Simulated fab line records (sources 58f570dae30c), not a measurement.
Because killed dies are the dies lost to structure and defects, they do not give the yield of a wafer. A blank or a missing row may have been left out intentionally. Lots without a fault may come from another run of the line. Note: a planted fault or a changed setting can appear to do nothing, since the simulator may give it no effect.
Matching of chambers || flow berkeleyCmos170 || rieDiel-01 running UCB170_PWELL_ETCH_14: 4 sister chambers
The step etches Si3N4 in CH3F/Ar/O2, stops on SiO2, target depth 242 nm, time 151 s. 8 wafers are shown with their chamber, then 8 later ones without.

EACH WAFER AND ITS CHAMBER
{"wafer": "L524.6", "chamber": 3, "drypumpMotorCurrentA (A)": 5.58, "throttleValvePct (%)": 8.26}
{"wafer": "L525.4", "chamber": 3, "drypumpMotorCurrentA (A)": 5.54, "throttleValvePct (%)": 8.25}
{"wafer": "L527.3", "chamber": 2, "drypumpMotorCurrentA (A)": 5.73, "throttleValvePct (%)": 8.03}
{"wafer": "L528.5", "chamber": 1, "drypumpMotorCurrentA (A)": 5.25, "throttleValvePct (%)": 8.16}
{"wafer": "L530.3", "chamber": 2, "drypumpMotorCurrentA (A)": 5.74, "throttleValvePct (%)": 8.02}
{"wafer": "L530.4", "chamber": 0, "drypumpMotorCurrentA (A)": 4.91, "throttleValvePct (%)": 7.94}
{"wafer": "L530.6", "chamber": 1, "drypumpMotorCurrentA (A)": 5.24, "throttleValvePct (%)": 8.17}
{"wafer": "L531.2", "chamber": 0, "drypumpMotorCurrentA (A)": 4.90, "throttleValvePct (%)": 7.94}

WAFERS WHOSE CHAMBER IS MISSING
{"wafer": "L531.4", "drypumpMotorCurrentA (A)": 5.21, "throttleValvePct (%)": 8.16}
{"wafer": "L531.6", "drypumpMotorCurrentA (A)": 5.23, "throttleValvePct (%)": 8.16}
{"wafer": "L544.2", "drypumpMotorCurrentA (A)": 5.73, "throttleValvePct (%)": 8.01}
{"wafer": "L544.4", "drypumpMotorCurrentA (A)": 4.90, "throttleValvePct (%)": 7.94}
{"wafer": "L544.5", "drypumpMotorCurrentA (A)": 5.56, "throttleValvePct (%)": 8.24}
{"wafer": "L545.1", "drypumpMotorCurrentA (A)": 5.55, "throttleValvePct (%)": 8.23}
{"wafer": "L545.4", "drypumpMotorCurrentA (A)": 5.71, "throttleValvePct (%)": 8.01}
{"wafer": "L545.6", "drypumpMotorCurrentA (A)": 4.92, "throttleValvePct (%)": 7.95}

THE CHAMBER EACH PASSED THROUGH
{"wafer": "L531.4", "from the rows above": 1, "in truth": 1}
{"wafer": "L531.6", "from the rows above": 1, "in truth": 1}
{"wafer": "L544.2", "from the rows above": 2, "in truth": 2}
{"wafer": "L544.4", "from the rows above": 0, "in truth": 0}
{"wafer": "L544.5", "from the rows above": 3, "in truth": 3}
{"wafer": "L545.1", "from the rows above": 3, "in truth": 3}
{"wafer": "L545.4", "from the rows above": 2, "in truth": 2}
{"wafer": "L545.6", "from the rows above": 0, "in truth": 0}
Correctly placed: 8 of 8. Can't be placed from these rows: 0. Wrongly placed: 0.
How it was worked out, from the rows above alone: a wafer's distance from a chamber is the root of the sum, over the readings, of the square of ((its reading less the chamber's mean) divided by the reading's scatter). If the next closest chamber is less than 2 further off than the closest, the wafer can't be placed; otherwise it belongs to the closest. Each chamber's mean is taken over the wafers shown for it. The scatter is the square root of a quotient: the sum, over the shown wafers, of each reading's squared deviation from its chamber's mean, divided by wafers minus chambers.
